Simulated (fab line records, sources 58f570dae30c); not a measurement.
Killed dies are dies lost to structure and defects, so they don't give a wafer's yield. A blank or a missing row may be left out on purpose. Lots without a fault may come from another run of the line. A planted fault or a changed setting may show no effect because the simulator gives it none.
Which tool did it? | flow berkeley_cmos170 | 7 lots, 21 wafers sampled, at 2 steps of a route of 331

WHAT THE GAUGES READ, wafer by wafer
UCB170_GATE_THK_MEAS_05.
lot  | measured     | on            | GATE_POLY_THK (nm)
L774 | day 7 07:23  | film_metro-03 | 214.0 212.6 213.2
L772 | day 7 07:23  | film_metro-04 | 215.0 214.4 215.4
L778 | day 8 10:47  | film_metro-01 | 212.9 211.0 212.2
L780 | day 8 10:47  | film_metro-04 | 214.2 213.4 213.9
L784 | day 9 22:47  | film_metro-04 | 98.8 99.1 97.7
L790 | day 10 20:03 | film_metro-04 | 215.5 215.4 214.9
L794 | day 11 23:59 | film_metro-03 | 217.2 220.0 217.9

WHICH TOOL RAN EACH LOT (tool, then ch and the chambers of the sampled wafers, then the start)
lot  | UCB170_GATE_CVD_04
L774 | lpcvd-02 ch 1, day 7 05:59
L772 | lpcvd-02 ch 1, day 7 05:59
L778 | lpcvd-01 ch 1, day 8 08:41
L780 | lpcvd-01 ch 1, day 8 08:41
L784 | lpcvd-01 ch 0, day 9 21:22
L790 | lpcvd-02 ch 1, day 10 18:38
L794 | lpcvd-02 ch 1, day 11 22:34
- UCB170_GATE_CVD_04: deposits poly-Si from SiH4, time 1440 s, target thk 214 nm.

THE ANSWER, worked out from the rows above alone
Rule: what is usual is taken from the lots themselves. Put in order of their means at a reading, lots are off if they are a third of the lots or fewer, leave a main group of 4 or more, and stand apart from it by a gap of 3 or more times the standard deviation of the main group's means; of several such gaps the widest counts. A main group whose means are all the same, to the digits that the tables above print for the reading, isn't used. A lot without any number at a reading at which 4 lots or more have one is off too. The other lots that the step has rows for count as sound.
Off: L784, at UCB170_GATE_THK_MEAS_05 (GATE_POLY_THK). The main group: mean 214.6 nm, standard deviation 2.
A tool fits if, at a process step before that reading, it ran every lot that is off, and no sound lot after the first of them. The gauges at UCB170_GATE_THK_MEAS_05 are tried like those tools. One fits: lpcvd-01 at UCB170_GATE_CVD_04. Its last sound lot is L778 (day 8 08:41), its first lot that is off L784 (day 9 21:22): a fault that began between those two fits.

WHAT THE SIMULATOR HAD PUT IN
Process parameter drift: lpcvd-01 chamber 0, from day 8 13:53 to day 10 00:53, at UCB170_GATE_CVD_04. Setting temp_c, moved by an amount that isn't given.
Lots struck among those shown: L784. The rule above found the same.
